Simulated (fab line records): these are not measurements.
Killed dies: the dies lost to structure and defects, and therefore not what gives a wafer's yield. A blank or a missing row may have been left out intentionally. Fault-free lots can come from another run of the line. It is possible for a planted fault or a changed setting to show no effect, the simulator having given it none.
Which tool was responsible? ; flow rit-cmos ; 7 lots with 21 wafers sampled at 3 steps, on a route of 202 steps

== WHAT THE GAUGES READ, wafer by wafer ==
RIT_SDANNEAL_RS_MEAS_04: measurement is done with a four-point probe.
lot;measured;on;PSD_RS (ohm/sq)
L852;day 3 07:03;film-metro-01;115.8 115.8 116.0
L855;day 3 21:26;film-metro-03;115.5 115.7 115.6
L859;day 4 17:56;film-metro-03;115.7 115.7 115.9
L862;day 5 08:57;film-metro-03;115.8 115.8 116.1
L865;day 6 00:00;film-metro-01;115.9 115.9 116.0
L867;day 6 09:02;film-metro-02;115.7 115.5 115.9
L873;day 7 15:52;film-metro-03;93.8 93.9 94.1

== EACH LOT AND THE TOOL THAT RAN IT (in order: tool; ch and the chambers of the sampled wafers; start) ==
lot;RIT_GATE_STRIP_20;RIT_SDANNEAL_RTA_03
L852;plasma-asher-03 ch 0,1, day 2 18:56;rtp-anneal-02 ch 0, day 3 06:59
L855;plasma-asher-04 ch 0,1, day 3 09:05;rtp-anneal-01 ch 0, day 3 21:23
L859;plasma-asher-04 ch 0,1, day 4 04:40;rtp-anneal-01 ch 0, day 4 17:52
L862;plasma-asher-03 ch 0,1, day 4 19:49;rtp-anneal-02 ch 0, day 5 08:53
L865;plasma-asher-04 ch 0,1, day 5 11:27;rtp-anneal-02 ch 0, day 5 23:56
L867;plasma-asher-04 ch 0,1, day 5 20:49;rtp-anneal-01 ch 0, day 6 08:58
L873;plasma-asher-01 ch 0,1, day 7 03:31;rtp-anneal-01 ch 0, day 7 15:49
- RIT_GATE_STRIP_20: strips in O2, time 180 s.
- RIT_SDANNEAL_RTA_03: time 5 s.

== THE ANSWER, worked out from the rows above alone ==
Rule: the lots themselves supply what counts as usual. Put in order of their means at a reading, lots are off if they are a third of the lots or fewer, leave a main group of 4 or more, and stand apart from it by a gap of 3 or more times the standard deviation of the main group's means; of several such gaps the widest counts. Not used: any main group whose means are identical at the precision the tables above print for the reading. Also off: a lot with no number at a reading for which 4 or more lots have one. The other lots that the step has rows for count as sound.
Off: at RIT_SDANNEAL_RS_MEAS_04 (PSD_RS), L873. For the main group the mean is 115.8 ohm/sq and the standard deviation 0.12.
If a tool, at a process step before that reading, ran all the lots that are off and no sound lot after the first of them, it fits. Those tools and the gauges at RIT_SDANNEAL_RS_MEAS_04 are tried in the same way. Can't be told from this: 3 tools fit, plasma-asher-01 at RIT_GATE_STRIP_20, rtp-anneal-01 at RIT_SDANNEAL_RTA_03, film-metro-03 at RIT_SDANNEAL_RS_MEAS_04.

== WHAT HAD BEEN PUT IN BY THE SIMULATOR ==
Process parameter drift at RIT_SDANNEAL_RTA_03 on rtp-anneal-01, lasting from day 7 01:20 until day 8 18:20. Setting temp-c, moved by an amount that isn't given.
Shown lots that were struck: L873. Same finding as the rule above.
